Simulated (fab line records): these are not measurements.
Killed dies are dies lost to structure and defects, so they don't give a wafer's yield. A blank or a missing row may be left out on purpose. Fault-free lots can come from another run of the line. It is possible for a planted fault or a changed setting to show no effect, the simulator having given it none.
Lot-split experiment | flow berkeleyCmos170 | 23 wafers read across 5 lots, on a route 331 steps long

== THE SPLIT ==
At UCB170_NVT_COAT_01 (resist thk 900 nm), the setting resistThkNm was moved away from the recipe's 900 nm on 6 of the 23 wafers read, by -5.2% to +5.0%. This setting was run at the recipe's value on the other wafers.

The reading is taken at the split's own step.

== THE READING ==
KrF_of_NVT_COAT_01.thkNm (the simulator's own value, which no gauge read), in nm, at UCB170_NVT_COAT_01 (resist thk 900 nm). No usual value for it is given in the file. Average 900.5 nm, standard deviation 2 nm, over the 17 wafers here run with the recipe.

wafer  | tool, chamber at the split | resistThkNm as run, nm | against the recipe | KrF_of_NVT_COAT_01.thkNm, nm | against lot-mates on the recipe
L080.1 | lithoTrack-01, 0           | 900                    | recipe             | 901.7                        | -
L080.2 | lithoTrack-01, 0           | 900                    | recipe             | 903.5                        | -
L080.5 | lithoTrack-01, 0           | 900                    | recipe             | 901.2                        | -
L081.1 | lithoTrack-02, 0           | 900                    | recipe             | 899.7                        | -
L081.2 | lithoTrack-02, 0           | 945.1                  | +5.0%              | 944.5                        | +45.3
L081.4 | lithoTrack-02, 0           | 900                    | recipe             | 898.7                        | -
L081.5 | lithoTrack-02, 0           | 945.1                  | +5.0%              | 945.4                        | +46.2
L081.6 | lithoTrack-02, 0           | 945.1                  | +5.0%              | 944.9                        | +45.7
L082.1 | lithoTrack-04, 0           | 900                    | recipe             | 903.3                        | -
L082.2 | lithoTrack-04, 0           | 900                    | recipe             | 903                          | -
L082.3 | lithoTrack-04, 0           | 900                    | recipe             | 902.5                        | -
L082.4 | lithoTrack-04, 0           | 900                    | recipe             | 901.1                        | -
L082.5 | lithoTrack-04, 0           | 900                    | recipe             | 901.5                        | -
L079.1 | lithoTrack-01, 0           | 900                    | recipe             | 896.9                        | -
L079.2 | lithoTrack-01, 0           | 900                    | recipe             | 900.6                        | -
L079.4 | lithoTrack-01, 0           | 900                    | recipe             | 900.4                        | -
L079.5 | lithoTrack-01, 0           | 900                    | recipe             | 898.5                        | -
L079.6 | lithoTrack-01, 0           | 900                    | recipe             | 899.8                        | -
L084.1 | lithoTrack-02, 0           | 900                    | recipe             | 898.2                        | -
L084.2 | lithoTrack-02, 0           | 853.2                  | -5.2%              | 850.9                        | -47.0
L084.3 | lithoTrack-02, 0           | 900                    | recipe             | 897.5                        | -
L084.5 | lithoTrack-02, 0           | 853.2                  | -5.2%              | 851.6                        | -46.2
L084.6 | lithoTrack-02, 0           | 853.2                  | -5.2%              | 851.9                        | -46.0

THE FIT
A straight line over all 23 wafers: KrF_of_NVT_COAT_01.thkNm changes by +9.16 nm for each +1% of resistThkNm; r = +1.00; the points scatter about the line by 1.9 nm.
The same after taking each lot's own level away (the mean of its wafers on the recipe; 23 wafers): +9.02 nm for each +1%; r = +1.00; scatter 0.95 nm.
On that fit, the largest move of resistThkNm shifts the reading by 47 nm.
From 897.85 to 902.28 nm: that is the span of the lots' own levels, equal to 2.2 times the standard deviation above.
The two slopes are in agreement: the lot-to-lot level therefore moves the slope only a little.
Check: with one of the wafers moved furthest among these (-5.2%) left out of the fit, the line predicts -46.7 nm for it against its lot-mates. It came out at -47 nm against them.

== THE OTHER SPLITS THESE WAFERS WENT THROUGH ==
Note: prior to the reading, these wafers also went through further splits. Each is held against what the fit with the lots' levels taken away leaves over:
other split on the same wafers      | wafers away from the commonest value | r with KrF_of_NVT_COAT_01.thkNm (lot level and that fit taken away)
UCB170_ZERO_COAT_01 spinRpm         | 10                                   | -0.15
UCB170_NWELL_CVD_04 nh3FlowSccm     | 15                                   | +0.03
UCB170_NWELL_ETCH_13 overEtchFrac   | 8                                    | +0.11
UCB170_PWELL_OXIDATION_02 tempC     | 18                                   | -0.02
UCB170_PWELL_CVD_05 sih2cl2FlowSccm | 15                                   | -0.04
UCB170_ACTIVE_COAT_08 spinRpm       | 8                                    | +0.22
UCB170_ACTIVE_PEB_11 pebTempC       | 8                                    | +0.36

== THE WHOLE CHAIN: every reading that the file lists as answering this split, in the file's order ==
step                | what it does      | reading                                                                   | change (the file's fit)              | r (the file's)
UCB170_NVT_COAT_01  | resist thk 900 nm | KrF_of_NVT_COAT_01.thkNm (the simulator's own value, which no gauge read) | +9.02 nm for each +1% of the setting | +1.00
UCB170_NVT_STRIP_08 | strips in O2      | stripTimeToEndpointS                                                      | withheld for each +1% of the setting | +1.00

== FILE'S OWN FIT ==
KrF_of_NVT_COAT_01.thkNm changes by +9.02 nm for each +1% of resistThkNm, r = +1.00.
